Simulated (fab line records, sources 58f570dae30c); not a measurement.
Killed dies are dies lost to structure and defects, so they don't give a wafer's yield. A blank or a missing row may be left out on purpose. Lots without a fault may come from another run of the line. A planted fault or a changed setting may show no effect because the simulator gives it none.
Which tool did it? | flow berkeley_cmos170 | 14 lots, 42 wafers sampled, at 3 steps of a route of 331

WHAT THE GAUGES READ, wafer by wafer
UCB170_PWELL_THK_MEAS_03.
lot  | measured    | on            | PWELL_OXIDE_THK (nm)
L132 | day 2 22:46 | film_metro-02 | 26.0 26.5 25.9
L133 | day 3 11:15 | film_metro-04 | 26.9 26.7 26.6
L135 | day 3 11:16 | film_metro-02 | 26.5 26.6 26.3
L134 | day 3 11:18 | film_metro-04 | 27.3 27.2 27.3
L136 | day 3 21:40 | film_metro-04 | 26.7 26.6 26.9
L137 | day 4 05:15 | film_metro-04 | 26.3 26.1 25.9
L140 | day 4 16:32 | film_metro-03 | 26.8 26.8 26.4
L142 | day 5 08:55 | film_metro-04 | 26.7 26.8 26.8
L144 | day 5 16:35 | film_metro-03 | 26.3 26.2 26.1
L146 | day 5 20:01 | film_metro-02 | 25.9 26.2 26.6
L148 | day 6 05:35 | film_metro-03 | 27.1 26.9 27.0
L150 | day 6 22:56 | film_metro-02 | 26.7 26.8 27.3
L153 | day 7 08:26 | film_metro-03 | 25.2 25.2 25.4
L155 | day 7 22:09 | film_metro-03 | 27.1 26.6 26.9

UCB170_FIELD_THK_MEAS_02.
lot  | measured     | on            | FIELD_OXIDE_THK (nm)
L132 | day 5 04:39  | film_metro-04 | 553 552 545
L133 | day 5 16:00  | film_metro-02 | 568 562 558
L135 | day 5 16:01  | film_metro-04 | 569 576 568
L134 | day 5 16:03  | film_metro-03 | 570 570 569
L136 | day 6 02:58  | film_metro-03 | 550 543 551
L137 | day 6 16:24  | film_metro-03 | 542 552 552
L140 | day 6 16:27  | film_metro-02 | 539 549 546
L142 | day 7 23:26  | film_metro-03 | 566 556 567
L144 | day 7 23:29  | film_metro-03 | 555 535 550
L146 | day 7 23:25  | film_metro-04 | 544 535 542
L148 | day 8 10:53  | film_metro-04 | 556 555 549
L150 | day 9 08:07  | film_metro-02 | 552 565 554
L153 | day 9 08:04  | film_metro-03 | 551 566 550
L155 | day 10 03:05 | film_metro-02 | 557 548 554

UCB170_GATE_CD_MEAS_90: target cd 350 nm.
lot  | measured     | on        | cd_nm (nm)
L132 | day 7 04:35  | cd_sem-02 | 349.4 350.4 348.0
L133 | day 7 12:31  | cd_sem-02 | 348.7 349.5 348.2
L135 | day 7 12:16  | cd_sem-02 | 349.9 349.3 350.4
L134 | day 7 12:48  | cd_sem-02 | 348.5 349.8 350.2
L136 | day 7 19:38  | cd_sem-01 | 348.7 348.1 348.3
L137 | day 8 16:04  | cd_sem-01 | 350.1 348.9 349.0
L140 | day 8 15:31  | cd_sem-02 | 348.9 347.4 349.5
L142 | day 9 22:41  | cd_sem-02 | 350.4 349.9 351.6
L144 | day 9 23:05  | cd_sem-02 | 350.7 351.8 351.0
L146 | day 9 22:52  | cd_sem-01 | 349.4 350.8 349.2
L148 | day 10 13:25 | cd_sem-02 | 351.2 350.6 350.1
L150 | day 11 16:25 | cd_sem-01 | 348.9 347.8 350.7
L153 | day 11 16:41 | cd_sem-02 | 349.4 349.2 350.0
L155 | day 12 04:56 | cd_sem-01 | 346.4 348.1 348.5

WHICH TOOL RAN EACH LOT (tool, then ch and the chambers of the sampled wafers, then the start)
The record holds no process step before these readings.

WHAT THE TOOLS THEMSELVES READ (means of the sampled wafers that have a number; where no wafer has one, the mark that the record gives instead)
The record holds no such reading with a usual standard deviation.

THE ANSWER, worked out from the rows above alone
Rule: what is usual is taken from the lots themselves. Put in order of their means at a reading, lots are off if they are a third of the lots or fewer, leave a main group of 4 or more, and stand apart from it by a gap of 3 or more times the standard deviation of the main group's means; of several such gaps the widest counts. A main group whose means are all the same, to the digits that the tables above print for the reading, isn't used. A lot without any number at a reading at which 4 lots or more have one is off too. The other lots that the step has rows for count as sound. The gauges are gone through in route order, then the tools' own readings, and for those a lot's mean is taken as printed above. The first step at which some lot is off is used, and at that step the reading that is off furthest; a lot without a number counts as furthest.
No lot is off at any reading shown: from this, nothing can be told.

WHAT THE SIMULATOR HAD PUT IN
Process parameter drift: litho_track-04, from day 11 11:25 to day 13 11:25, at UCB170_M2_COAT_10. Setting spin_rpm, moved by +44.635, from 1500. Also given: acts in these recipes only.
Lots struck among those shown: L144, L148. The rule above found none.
